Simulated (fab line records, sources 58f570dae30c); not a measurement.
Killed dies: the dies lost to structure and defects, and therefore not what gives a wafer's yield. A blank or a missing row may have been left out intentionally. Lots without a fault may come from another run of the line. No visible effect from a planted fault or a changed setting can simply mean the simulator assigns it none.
Split-lot study | flow berkeleyCmos170 | 23 wafers read across 5 lots, on a route 331 steps long

== THE SPLIT ITSELF ==
At UCB170_NSD_IMPLANT_08, the setting doseCm2 was moved away from the recipe's 3e+15 on 8 of the 23 wafers read, by -6.1% to +3.9%. For the rest of the wafers, this setting stayed at what the recipe calls for.

== FROM THE SPLIT TO THE READING: what the file shows between them, 3 steps ==
- UCB170_NSD_STRIP_09: strips in O2
- UCB170_NSD_CLEAN_11: cleans in SPM, time 600 s
- UCB170_SDANNEAL_RTA_01: time 5.203 s

== THE READING ==
Measured at UCB170_SDANNEAL_RS_MEAS_03 by four-point probe: NSD_RS, in ohm/sq. On this fab line, fault-free wafers typically give 37.16 ohm/sq with a standard deviation of 0.098 ohm/sq.

wafer  | tool, chamber at the split | doseCm2 as run | against the recipe | NSD_RS, ohm/sq | against lot-mates on the recipe
L075.1 | implanter-03, 0            | 3e+15          | recipe             | 37.05          | -
L075.3 | implanter-03, 0            | 2.911e+15      | -3.0%              | 37.73          | +0.66
L075.4 | implanter-03, 0            | 3e+15          | recipe             | 37.09          | -
L075.5 | implanter-03, 0            | 2.911e+15      | -3.0%              | 37.60          | +0.53
L075.6 | implanter-03, 0            | 2.911e+15      | -3.0%              | 37.62          | +0.55
L078.2 | implanter-03, 0            | 3e+15          | recipe             | 37.31          | -
L078.3 | implanter-03, 0            | 3e+15          | recipe             | 37.21          | -
L078.4 | implanter-03, 0            | 3e+15          | recipe             | 37.22          | -
L078.5 | implanter-03, 0            | 3e+15          | recipe             | 37.19          | -
L078.6 | implanter-03, 0            | 3e+15          | recipe             | 37.31          | -
L079.1 | implanter-04, 0            | 3.118e+15      | +3.9%              | 36.54          | -0.59
L079.2 | implanter-04, 0            | 3e+15          | recipe             | 37.09          | -
L079.3 | implanter-04, 0            | 3.118e+15      | +3.9%              | 36.50          | -0.63
L079.4 | implanter-04, 0            | 3.118e+15      | +3.9%              | 36.54          | -0.59
L079.6 | implanter-04, 0            | 3e+15          | recipe             | 37.17          | -
L081.1 | implanter-03, 0            | 2.817e+15      | -6.1%              | 37.98          | +1.02
L081.3 | implanter-03, 0            | 3e+15          | recipe             | 37.08          | -
L081.4 | implanter-03, 0            | 3e+15          | recipe             | 36.85          | -
L081.5 | implanter-03, 0            | 3e+15          | recipe             | 36.96          | -
L081.6 | implanter-03, 0            | 2.817e+15      | -6.1%              | 37.96          | +1.00
L084.1 | implanter-03, 0            | 3e+15          | recipe             | 37.23          | -
L084.2 | implanter-03, 0            | 3e+15          | recipe             | 37.23          | -
L084.5 | implanter-03, 0            | 3e+15          | recipe             | 37.19          | -

FIT RESULTS
A straight line over all 23 wafers: NSD_RS changes by -0.149 ohm/sq for each +1% of doseCm2; r = -0.96; the points scatter about the line by 0.11 ohm/sq.
The same after taking each lot's own level away (the mean of its wafers on the recipe; 23 wafers): -0.166 ohm/sq for each +1%; r = -0.99; scatter 0.061 ohm/sq.
On that fit, the largest move of doseCm2 shifts the reading by 1 ohm/sq.
The lots' own levels span 36.963 to 37.248 ohm/sq, that is 2.9 times the standard deviation above.
So the lot-to-lot level changes the slope: the two fits differ.
Check: +1.03 ohm/sq against its lot-mates is what the line predicts for one of the wafers moved furthest among these (-6.1%) when that wafer is left out of the fit. It came out at +1.02 ohm/sq against them.

== FURTHER SPLITS ON THESE WAFERS ==
Other splits were also applied to these wafers ahead of the reading. Each is held against what the fit with the lots' levels taken away leaves over:
other split on the same wafers    | wafers away from the commonest value | r with NSD_RS (lot level and that fit taken away)
UCB170_PWELL_CVD_05 pressureMtorr | 15                                   | +0.31
UCB170_PWELL_COAT_08 spinRpm      | 4                                    | +0.09
UCB170_PWELL_PEB_11 pebTempC      | 8                                    | -0.05
UCB170_PFIELD_IMPLANT_07 doseCm2  | 8                                    | +0.05
UCB170_NVT_COAT_01 spinRpm        | 8                                    | +0.00
UCB170_PVT_IMPLANT_07 doseCm2     | 9                                    | +0.34
UCB170_PLDD_COAT_01 resistThkNm   | 7                                    | -0.16
UCB170_NLDD_PEB_04 pebTempC       | 5                                    | -0.33

== THE WHOLE CHAIN: every reading that the file lists as answering this split, in the file's order ==
step                       | what it does                 | reading              | change (the file's fit)              | r (the file's)
UCB170_NSD_STRIP_09        | strips in O2                 | stripTimeToEndpointS | withheld for each +1% of the setting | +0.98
UCB170_SDANNEAL_RS_MEAS_03 | measures by four-point-probe | NSD_RS               | -0.166 for each +1% of the setting   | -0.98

== THE FILE'S OWN FIT ==
NSD_RS changes by -0.166 ohm/sq for each +1% of doseCm2, r = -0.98.
